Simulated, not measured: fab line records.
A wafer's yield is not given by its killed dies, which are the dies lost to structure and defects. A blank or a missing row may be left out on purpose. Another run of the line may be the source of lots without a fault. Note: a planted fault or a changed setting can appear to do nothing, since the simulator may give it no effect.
fab line records | flow rit_cmos
[record] lots = 5 | wafers = 23
route steps=202 shown M1@184
start_h: start of the lot's first displayed wafer, in hours after the record's first day | wait_h: hours from the lot's prior step to this one | " repeats the value in the row above | L1.1+2: a single row standing in for several wafers | - either no value or no given start | * or withheld: withheld | < > ~ a bound
route shown NAME@n: names a module that has steps shown in the file, with the first one's number in the route | usual: mean/standard deviation taken from wafers without a fault | same: alike in all rows | chamber/n: place in a boat | sites: per-site readings | _std_site: how widely they spread, as a standard deviation | _edge_site: inner sites' mean taken away from outer sites' mean | radius_mm: how far each site lies from the wafer's centre | mask NAME#n: copy n | behind: the most recent tool/chamber to have shaped the wafer | hold: why the lot was held/for how many hours/how that ended | device: names the non-switching transistor (n, p or np) | end of line: tests run on the same wafers once the route is complete | a step without rows: its recipe alone | killed: dies lost to structure and defects at the first sort, not the wafer's yield | map: the dies of a wafer, with x for killed, . for not killed, _ for no die there
set.NAME: the setting the step ran with; set.NAME@STEP: the setting that earlier step ran with | model.NAME: the simulator's own value behind a step, which no gauge read
lots whose settings were changed on purpose; a table a step, a row a wafer
[[steps]]
[step RIT_M1_SPUTTER_00]
[recipe] material = Al | target_thk_nm = 400 | power_w = 2000 | chamber_pressure_pa = 0.4 | gas = Ar | time_s = 500 | substrate_temp_c = 25
lot.wafer | tool           | chamber | start_h | wait_h | set.power_w | model.Al_of_M1_SPUTTER_00.thk_nm
L075.1+5  | pvd_sputter-01 | -       | 58.57   | 0.0    | 1852        | 369.5
L075.2    | "              | -       | "       | "      | 2000        | 403.8
L075.3    | "              | -       | "       | "      | 2000        | 399.3
L075.4    | "              | -       | "       | "      | 2000        | 401.4
L076.1    | pvd_sputter-04 | -       | 63.69   | 0.0    | 2000        | 400.6
L076.3    | "              | -       | "       | "      | 2000        | 395.5
L076.4    | "              | -       | "       | "      | 2000        | 396.3
L076.5    | "              | -       | "       | "      | 2000        | 403.3
L076.6    | "              | -       | "       | "      | 2000        | 401.2
L079.1    | pvd_sputter-01 | -       | 77.29   | 0.0    | 2000        | 391.5
L079.3    | "              | -       | "       | "      | 1919        | 375.4
L079.4    | "              | -       | "       | "      | 2000        | 397
L079.5    | "              | -       | "       | "      | 1919        | 380.4
L079.6    | "              | -       | "       | "      | 2000        | 394
L080.3    | pvd_sputter-04 | -       | 82.32   | 0.0    | 2000        | 397.3
L080.4    | "              | -       | "       | "      | 2000        | 400.6
L080.6    | "              | -       | "       | "      | 2000        | 404.7
L083.1    | pvd_sputter-01 | -       | 98.47   | 0.0    | 2095        | 407.6
L083.3    | "              | -       | "       | "      | 2095        | 412.3
L083.4    | "              | -       | "       | "      | 2095        | 410.3
L083.5    | "              | -       | "       | "      | 2000        | 388.8
L083.6    | "              | -       | "       | "      | 2000        | 388.7
[step RIT_M1_RS_MEAS_01]
[recipe] thk_meas_gauge = four-point-probe | reads = Al_of_M1_SPUTTER_00
[usual] M1_AL_RS = 0.0738/0.00097
lot.wafer | tool          | chamber | start_h | wait_h | set.power_w@M1_SPUTTER_00 | M1_AL_RS[ohm/sq]
L075.1    | film_metro-03 | -       | 58.86   | 0.1    | 1852                      | 0.0799
L075.2    | "             | -       | "       | "      | 2000                      | 0.0728
L075.3    | "             | -       | "       | "      | 2000                      | 0.0738
L075.4    | "             | -       | "       | "      | 2000                      | 0.0731
L075.5    | "             | -       | "       | "      | 1852                      | 0.0798
L076.1    | film_metro-03 | -       | 64.02   | 0.2    | 2000                      | 0.0733
L076.3    | "             | -       | "       | "      | 2000                      | 0.0743
L076.4    | "             | -       | "       | "      | 2000                      | 0.0743
L076.5    | "             | -       | "       | "      | 2000                      | 0.0729
L076.6    | "             | -       | "       | "      | 2000                      | 0.0733
L079.1    | film_metro-01 | -       | 77.58   | 0.1    | 2000                      | 0.0751
L079.3    | "             | -       | "       | "      | 1919                      | 0.0785
L079.4    | "             | -       | "       | "      | 2000                      | 0.0741
L079.5    | "             | -       | "       | "      | 1919                      | 0.0774
L079.6    | "             | -       | "       | "      | 2000                      | 0.0747
L080.3    | film_metro-03 | -       | 82.69   | 0.2    | 2000                      | 0.0739
L080.4    | "             | -       | "       | "      | 2000                      | 0.0733
L080.6    | "             | -       | "       | "      | 2000                      | 0.0727
L083.1    | film_metro-03 | -       | 98.77   | 0.1    | 2095                      | 0.0721
L083.3    | "             | -       | "       | "      | 2095                      | 0.0714
L083.4    | "             | -       | "       | "      | 2095                      | 0.0717
L083.5    | "             | -       | "       | "      | 2000                      | 0.0756
L083.6    | "             | -       | "       | "      | 2000                      | 0.0757
[step RIT_M1_THK_MEAS_02]
[recipe] thk_meas_gauge = xrf | reads = Al_of_M1_SPUTTER_00
[usual] M1_AL_THK = 398/5
lot.wafer | tool          | chamber | start_h | wait_h | set.power_w@M1_SPUTTER_00 | M1_AL_THK[nm]
L075.1    | film_metro-03 | -       | 58.98   | 0.1    | 1852                      | 369
L075.2    | "             | -       | "       | "      | 2000                      | 404
L075.3    | "             | -       | "       | "      | 2000                      | 400
L075.4    | "             | -       | "       | "      | 2000                      | 401
L075.5    | "             | -       | "       | "      | 1852                      | 368
L076.1    | film_metro-03 | -       | 64.14   | 0.1    | 2000                      | 403
L076.3    | "             | -       | "       | "      | 2000                      | 396
L076.4    | "             | -       | "       | "      | 2000                      | 396
L076.5    | "             | -       | "       | "      | 2000                      | 404
L076.6    | "             | -       | "       | "      | 2000                      | 402
L079.1    | film_metro-01 | -       | 77.70   | 0.1    | 2000                      | 391
L079.3    | "             | -       | "       | "      | 1919                      | 373
L079.4    | "             | -       | "       | "      | 2000                      | 393
L079.5    | "             | -       | "       | "      | 1919                      | 379
L079.6    | "             | -       | "       | "      | 2000                      | 394
L080.3    | film_metro-03 | -       | 82.79   | 0.1    | 2000                      | 395
L080.4    | "             | -       | "       | "      | 2000                      | 399
L080.6    | "             | -       | "       | "      | 2000                      | 403
L083.1    | film_metro-03 | -       | 98.89   | 0.1    | 2095                      | 406
L083.3    | "             | -       | "       | "      | 2095                      | 415
L083.4    | "             | -       | "       | "      | 2095                      | 410
L083.5    | "             | -       | "       | "      | 2000                      | 390
L083.6    | "             | -       | "       | "      | 2000                      | 390
[[key]]
[split] step = RIT_M1_SPUTTER_00 | setting = power_w | stated = 2000 | by = wafer
[response] step = RIT_M1_SPUTTER_00 | reading = model.Al_of_M1_SPUTTER_00.thk_nm | change = +4.31 | per = 1% | r = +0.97
[response] step = RIT_M1_RS_MEAS_01 | reading = M1_AL_RS | change = -0.000862 | per = 1% | r = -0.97
[response] step = RIT_M1_THK_MEAS_02 | reading = M1_AL_THK | change = +4.37 | per = 1% | r = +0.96
